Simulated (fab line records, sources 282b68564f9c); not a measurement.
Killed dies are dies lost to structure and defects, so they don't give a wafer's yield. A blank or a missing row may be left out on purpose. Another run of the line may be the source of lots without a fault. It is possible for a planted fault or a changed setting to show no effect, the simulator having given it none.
Commonality check across tools :: flow ritCmos :: Sampled: 13 lots, 42 wafers

== REASON IT WAS OPENED ==
Of 13 lots, 1 have the reading SPACER_NITRIDE_THK flagged at RIT_SPACER_THK_MEAS_04. No-fault wafers: 250.9 nm, standard deviation 2.1.
Rule: a lot gets a flag if all its wafers with a number sit over 4 standard deviations from that mean, or if no wafer of it has a number. The rest of the lots are taken to be sound.

lot: L589
measured: day 3 04:57
on: filmMetro-01
SPACER_NITRIDE_THK (nm), wafer by wafer: 252.8 252.9 249.7
flag: 

lot: L590
measured: day 3 10:01
on: filmMetro-01
SPACER_NITRIDE_THK (nm), wafer by wafer: 250.3 250.2 248.9
flag: 

lot: L591
measured: day 3 12:35
on: filmMetro-01
SPACER_NITRIDE_THK (nm), wafer by wafer: 251.5 252.3 251.4
flag: 

lot: L593
measured: day 4 01:07
on: filmMetro-03
SPACER_NITRIDE_THK (nm), wafer by wafer: 246.9 247.9 248.7
flag: 

lot: L594
measured: day 4 10:13
on: filmMetro-03
SPACER_NITRIDE_THK (nm), wafer by wafer: 251.5 248.9 248.0
flag: 

lot: L595
measured: day 4 11:22
on: filmMetro-01
SPACER_NITRIDE_THK (nm), wafer by wafer: 247.6 250.2 249.0
flag: 

lot: L598
measured: day 5 04:48
on: filmMetro-04
SPACER_NITRIDE_THK (nm), wafer by wafer: 246.6 247.7 248.9
flag: 

lot: L599
measured: day 5 06:43
on: filmMetro-04
SPACER_NITRIDE_THK (nm), wafer by wafer: 250.4 249.2 249.6
flag: 

lot: L600
measured: day 5 14:27
on: filmMetro-01
SPACER_NITRIDE_THK (nm), wafer by wafer: 388.4 388.5 387.1 388.3 388.3 387.8
flag: FLAGGED

lot: L603
measured: day 6 05:08
on: filmMetro-03
SPACER_NITRIDE_THK (nm), wafer by wafer: 249.1 248.8 247.0
flag: 

lot: L607
measured: day 7 00:36
on: filmMetro-03
SPACER_NITRIDE_THK (nm), wafer by wafer: 253.1 253.2 252.7
flag: 

lot: L609
measured: day 7 12:33
on: filmMetro-01
SPACER_NITRIDE_THK (nm), wafer by wafer: 252.9 252.6 252.8
flag: 

lot: L610
measured: day 7 17:11
on: filmMetro-01
SPACER_NITRIDE_THK (nm), wafer by wafer: 249.9 250.4 250.8
flag: 
On average the flagged lots' numbers are 388.1 nm, which is +137.2 nm against the usual, or +65 standard deviations.

== EACH LOT AND THE TOOL IT RAN ON ==
2 process steps preceding the reading are held in the record, out of 202 steps in the route. Cell contents, in order: the tool; ch with the chambers the sampled wafers went through; the start.
lot: L589
flag: 
RIT_PRETRO_STRIP_09: plasmaAsher-03 ch 0,1, day 2 12:55
RIT_SPACER_CVD_03: lpcvd-02 ch 0, day 3 02:05

lot: L590
flag: 
RIT_PRETRO_STRIP_09: plasmaAsher-03 ch 1, day 2 18:58
RIT_SPACER_CVD_03: lpcvd-01 ch 1, day 3 08:05

lot: L591
flag: 
RIT_PRETRO_STRIP_09: plasmaAsher-01 ch 0,1, day 2 22:34
RIT_SPACER_CVD_03: lpcvd-01 ch 1, day 3 10:40

lot: L593
flag: 
RIT_PRETRO_STRIP_09: plasmaAsher-01 ch 0,1, day 3 09:13
RIT_SPACER_CVD_03: lpcvd-01 ch 0, day 3 23:11

lot: L594
flag: 
RIT_PRETRO_STRIP_09: plasmaAsher-03 ch 0,1, day 3 15:04
RIT_SPACER_CVD_03: lpcvd-02 ch 1, day 4 08:17

lot: L595
flag: 
RIT_PRETRO_STRIP_09: plasmaAsher-01 ch 0,1, day 3 19:28
RIT_SPACER_CVD_03: lpcvd-01 ch 1, day 4 09:26

lot: L598
flag: 
RIT_PRETRO_STRIP_09: plasmaAsher-01 ch 0,1, day 4 11:20
RIT_SPACER_CVD_03: lpcvd-01 ch 1, day 5 02:53

lot: L599
flag: 
RIT_PRETRO_STRIP_09: plasmaAsher-03 ch 0,1, day 4 16:59
RIT_SPACER_CVD_03: lpcvd-01 ch 0, day 5 04:48

lot: L600
flag: FLAGGED
RIT_PRETRO_STRIP_09: plasmaAsher-03 ch 0, day 4 21:24
RIT_SPACER_CVD_03: lpcvd-02 ch 0, day 5 12:32

lot: L603
flag: 
RIT_PRETRO_STRIP_09: plasmaAsher-03 ch 0,1, day 5 11:16
RIT_SPACER_CVD_03: lpcvd-01 ch 0, day 6 03:11

lot: L607
flag: 
RIT_PRETRO_STRIP_09: plasmaAsher-02 ch 0,1, day 6 08:23
RIT_SPACER_CVD_03: lpcvd-01 ch 0, day 6 22:41

lot: L609
flag: 
RIT_PRETRO_STRIP_09: plasmaAsher-03 ch 0,1, day 6 19:46
RIT_SPACER_CVD_03: lpcvd-01 ch 1, day 7 10:37

lot: L610
flag: 
RIT_PRETRO_STRIP_09: plasmaAsher-03 ch 0,1, day 7 01:06
RIT_SPACER_CVD_03: lpcvd-01 ch 1, day 7 15:17
These steps, and what they do:
- RIT_PRETRO_STRIP_09: strips in O2, time 180 s.
- RIT_SPACER_CVD_03: deposits Si3N4 from SiH2Cl2/NH3, target thk 250 nm, time 3300 s.
- RIT_SPACER_THK_MEAS_04

== FLAGGED AGAINST TOTAL, ONE TOOL AT A TIME (gauges that did the reading follow at the end) ==
step: RIT_PRETRO_STRIP_09
tool: plasmaAsher-01
lots run: 4
flagged: 0
share of the flagged lots: none
sound lots run after its first flagged lot: -

step: RIT_PRETRO_STRIP_09
tool: plasmaAsher-02
lots run: 1
flagged: 0
share of the flagged lots: none
sound lots run after its first flagged lot: -

step: RIT_PRETRO_STRIP_09
tool: plasmaAsher-03
lots run: 8
flagged: 1
share of the flagged lots: all
sound lots run after its first flagged lot: 3 (L603,L609,L610)

step: RIT_SPACER_CVD_03
tool: lpcvd-01
lots run: 10
flagged: 0
share of the flagged lots: none
sound lots run after its first flagged lot: -

step: RIT_SPACER_CVD_03
tool: lpcvd-02
lots run: 3
flagged: 1
share of the flagged lots: all
sound lots run after its first flagged lot: 0

step: RIT_SPACER_THK_MEAS_04
tool: filmMetro-01
lots run: 7
flagged: 1
share of the flagged lots: all
sound lots run after its first flagged lot: 2 (L609,L610)

step: RIT_SPACER_THK_MEAS_04
tool: filmMetro-03
lots run: 4
flagged: 0
share of the flagged lots: none
sound lots run after its first flagged lot: -

step: RIT_SPACER_THK_MEAS_04
tool: filmMetro-04
lots run: 2
flagged: 0
share of the flagged lots: none
sound lots run after its first flagged lot: -

== WHAT IS ALLOWED BY THE TABLE ==
In the table, 3 rows ran each flagged lot (plasmaAsher-03 at RIT_PRETRO_STRIP_09; lpcvd-02 at RIT_SPACER_CVD_03; filmMetro-01 at RIT_SPACER_THK_MEAS_04).
- plasmaAsher-03 at RIT_PRETRO_STRIP_09 ran 8 lots, 1 of them flagged. Sound lots followed the first flagged one (L603, L609, L610) on it, something a lasting fault affecting the whole tool could not allow.
- lpcvd-02 at RIT_SPACER_CVD_03 ran 3 lots, 1 of them flagged. Its last sound lot is L594 (day 4 08:17), its first flagged lot L600 (day 5 12:32): a fault that began between those two fits. Its own readings (spikeTcCentreC, spikeTcLoadC, spikeTcSourceC, susceptorTempC) fall more than 4 standard deviations out on all wafers of the flagged lots.
- filmMetro-01 at RIT_SPACER_THK_MEAS_04 ran 7 lots, 1 of them flagged. Sound lots followed the first flagged one (L609, L610) on it, something a lasting fault affecting the whole tool could not allow.
lpcvd-02 at RIT_SPACER_CVD_03 is the single tool remaining.

== WHAT WAS PUT IN BY THE SIMULATOR ==
lpcvd-02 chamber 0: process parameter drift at RIT_SPACER_CVD_03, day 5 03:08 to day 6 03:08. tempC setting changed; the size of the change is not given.
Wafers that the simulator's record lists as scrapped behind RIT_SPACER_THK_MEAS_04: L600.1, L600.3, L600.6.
Struck lots among those shown: L600. The same result came from the rule above.
